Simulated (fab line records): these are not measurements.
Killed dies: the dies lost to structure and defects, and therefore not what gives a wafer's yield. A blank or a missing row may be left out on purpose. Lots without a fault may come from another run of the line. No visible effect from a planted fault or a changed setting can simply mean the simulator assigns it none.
Which of the tools did it? :: flow ritCmos :: 14 lots with 42 wafers sampled at 2 steps, on a route of 202 steps

WHAT EACH GAUGE READ, for each wafer
RIT_GATE_CD_MEAS_90 targets a cd of 150 nm. Usual: cdNm 149.9 nm, standard deviation 2.3.
lot: L986
measured: day 2 18:38
on: cdSem-02
cdNm (nm): 144.8 146.5 145.5
flag: 

lot: L988
measured: day 3 05:18
on: cdSem-02
cdNm (nm): 153.5 152.3 150.8
flag: 

lot: L989
measured: day 3 09:50
on: cdSem-02
cdNm (nm): 146.3 150.5 148.3
flag: 

lot: L990
measured: day 3 13:49
on: cdSem-02
cdNm (nm): 148.8 150.2 146.6
flag: 

lot: L991
measured: day 3 18:34
on: cdSem-02
cdNm (nm): 150.4 147.6 149.3
flag: 

lot: L993
measured: day 4 05:55
on: cdSem-02
cdNm (nm): 148.6 149.7 148.6
flag: 

lot: L995
measured: day 4 15:16
on: cdSem-01
cdNm (nm): 150.4 147.0 150.1
flag: 

lot: L996
measured: day 4 19:18
on: cdSem-02
cdNm (nm): - - -
flag: OFF

lot: L997
measured: day 5 01:20
on: cdSem-01
cdNm (nm): - - -
flag: OFF

lot: L104
measured: day 6 12:02
on: cdSem-02
cdNm (nm): 149.2 148.1 149.1
flag: 

lot: L105
measured: day 6 17:04
on: cdSem-01
cdNm (nm): 151.1 153.1 152.9
flag: 

lot: L106
measured: day 6 22:11
on: cdSem-01
cdNm (nm): 147.6 148.7 149.3
flag: 

lot: L107
measured: day 7 03:13
on: cdSem-02
cdNm (nm): 150.2 149.7 147.7
flag: 

lot: L108
measured: day 7 07:23
on: cdSem-02
cdNm (nm): 150.2 151.4 152.7
flag: 

WHAT TOOL EACH LOT RAN ON (gives the tool, then ch and the chambers of the sampled wafers, and finally the start)
lot: L986
RIT_GATE_ETCH_19: rieSi-02 ch 0,1,2, day 2 18:21

lot: L988
RIT_GATE_ETCH_19: rieSi-02 ch 0,2,3, day 3 04:59

lot: L989
RIT_GATE_ETCH_19: rieSi-01 ch 1,2,3, day 3 09:34

lot: L990
RIT_GATE_ETCH_19: rieSi-02 ch 0,1,2, day 3 13:31

lot: L991
RIT_GATE_ETCH_19: rieSi-01 ch 0,2,3, day 3 18:17

lot: L993
RIT_GATE_ETCH_19: rieSi-01 ch 2,3, day 4 05:35

lot: L995
RIT_GATE_ETCH_19: rieSi-01 ch 2,3, day 4 14:58

lot: L996
RIT_GATE_ETCH_19: rieSi-02 ch 0,1,2, day 4 19:00

lot: L997
RIT_GATE_ETCH_19: rieSi-01 ch 2,3, day 5 01:02

lot: L104
RIT_GATE_ETCH_19: rieSi-02 ch 1,2, day 6 11:45

lot: L105
RIT_GATE_ETCH_19: rieSi-02 ch 0,2,3, day 6 16:46

lot: L106
RIT_GATE_ETCH_19: rieSi-02 ch 1,2,3, day 6 21:52

lot: L107
RIT_GATE_ETCH_19: rieSi-01 ch 0,1,2, day 7 02:56

lot: L108
RIT_GATE_ETCH_19: rieSi-02 ch 0,2,3, day 7 07:06
- RIT_GATE_ETCH_19: etches poly-Si in SF6/CHF3/O2, stops on SiO2, time 165 s, target depth 312.5 nm.

WHAT THE TOOLS THEMSELVES READ (means of the sampled wafers that have a number; where no wafer has one, the mark that the record gives instead)
RIT_GATE_ETCH_19. Usual: CHF3_flow_sccm 30.01 sccm, standard deviation 0.083; O2_flow_sccm 5.001 sccm, standard deviation 0.014; drypumpMotorCurrentA 5.5 A, standard deviation 0.54; oesProductAu 0.849 a.u., standard deviation 0.014; throttleValvePct 10.26 %, standard deviation 0.15.
lot: L986
tool: rieSi-02
CHF3_flow_sccm (sccm): 29.98
O2_flow_sccm (sccm): 4.998
drypumpMotorCurrentA (A): 5.3
oesProductAu (a.u.): 0.852
throttleValvePct (%): 10.15
flag: 

lot: L988
tool: rieSi-02
CHF3_flow_sccm (sccm): 30.04
O2_flow_sccm (sccm): 4.996
drypumpMotorCurrentA (A): 5.5
oesProductAu (a.u.): 0.845
throttleValvePct (%): 10.15
flag: 

lot: L989
tool: rieSi-01
CHF3_flow_sccm (sccm): 30.01
O2_flow_sccm (sccm): 5.006
drypumpMotorCurrentA (A): 5.7
oesProductAu (a.u.): 0.854
throttleValvePct (%): 10.38
flag: 

lot: L990
tool: rieSi-02
CHF3_flow_sccm (sccm): 29.98
O2_flow_sccm (sccm): 4.988
drypumpMotorCurrentA (A): 5.3
oesProductAu (a.u.): 0.841
throttleValvePct (%): 10.14
flag: 

lot: L991
tool: rieSi-01
CHF3_flow_sccm (sccm): 30.01
O2_flow_sccm (sccm): 4.992
drypumpMotorCurrentA (A): 5.9
oesProductAu (a.u.): 0.861
throttleValvePct (%): 10.36
flag: 

lot: L993
tool: rieSi-01
CHF3_flow_sccm (sccm): 30.03
O2_flow_sccm (sccm): 4.989
drypumpMotorCurrentA (A): 5.6
oesProductAu (a.u.): 0.866
throttleValvePct (%): 10.39
flag: 

lot: L995
tool: rieSi-01
CHF3_flow_sccm (sccm): 30.12
O2_flow_sccm (sccm): 5.011
drypumpMotorCurrentA (A): 5.6
oesProductAu (a.u.): 0.867
throttleValvePct (%): 10.39
flag: 

lot: L996
tool: rieSi-02
CHF3_flow_sccm (sccm): -
O2_flow_sccm (sccm): -
drypumpMotorCurrentA (A): -
oesProductAu (a.u.): -
throttleValvePct (%): -
flag: OFF

lot: L997
tool: rieSi-01
CHF3_flow_sccm (sccm): -
O2_flow_sccm (sccm): -
drypumpMotorCurrentA (A): -
oesProductAu (a.u.): -
throttleValvePct (%): -
flag: OFF

lot: L104
tool: rieSi-02
CHF3_flow_sccm (sccm): 29.96
O2_flow_sccm (sccm): 5.006
drypumpMotorCurrentA (A): 4.9
oesProductAu (a.u.): 0.845
throttleValvePct (%): 10.21
flag: 

lot: L105
tool: rieSi-02
CHF3_flow_sccm (sccm): 30.02
O2_flow_sccm (sccm): 4.997
drypumpMotorCurrentA (A): 5.5
oesProductAu (a.u.): 0.846
throttleValvePct (%): 10.17
flag: 

lot: L106
tool: rieSi-02
CHF3_flow_sccm (sccm): 30.03
O2_flow_sccm (sccm): 4.994
drypumpMotorCurrentA (A): 5.1
oesProductAu (a.u.): 0.853
throttleValvePct (%): 10.25
flag: 

lot: L107
tool: rieSi-01
CHF3_flow_sccm (sccm): 29.99
O2_flow_sccm (sccm): 5.003
drypumpMotorCurrentA (A): 6.0
oesProductAu (a.u.): 0.854
throttleValvePct (%): 10.36
flag: 

lot: L108
tool: rieSi-02
CHF3_flow_sccm (sccm): 29.90
O2_flow_sccm (sccm): 5.006
drypumpMotorCurrentA (A): 5.5
oesProductAu (a.u.): 0.846
throttleValvePct (%): 10.16
flag: 

THE ANSWER, worked out from the rows above alone
Rule: lot off if the mean of its wafers having a number is beyond 3 standard deviations from the usual mean. A lot without any number at a reading at which 4 lots or more have one is off too. All remaining lots with rows at the step are treated as sound. After the gauges, taken in route order, come the tools' own readings; for these a lot's mean is taken, as printed above. At the first step where some lot is off, the reading lying furthest off is the one used; lots without a number count as furthest.
Off at RIT_GATE_CD_MEAS_90 (cdNm): L996, L997. Without a number there: L996, L997.
A tool fits if, at a process step before that reading, it ran every lot that is off, and no sound lot after the first of them. The gauges at RIT_GATE_CD_MEAS_90 aren't tried: what is off there is off at RIT_GATE_ETCH_19 too, on other tools, and a gauge's error can't cause that. No candidate that was tried fits.

WHAT WAS PUT IN BY THE SIMULATOR
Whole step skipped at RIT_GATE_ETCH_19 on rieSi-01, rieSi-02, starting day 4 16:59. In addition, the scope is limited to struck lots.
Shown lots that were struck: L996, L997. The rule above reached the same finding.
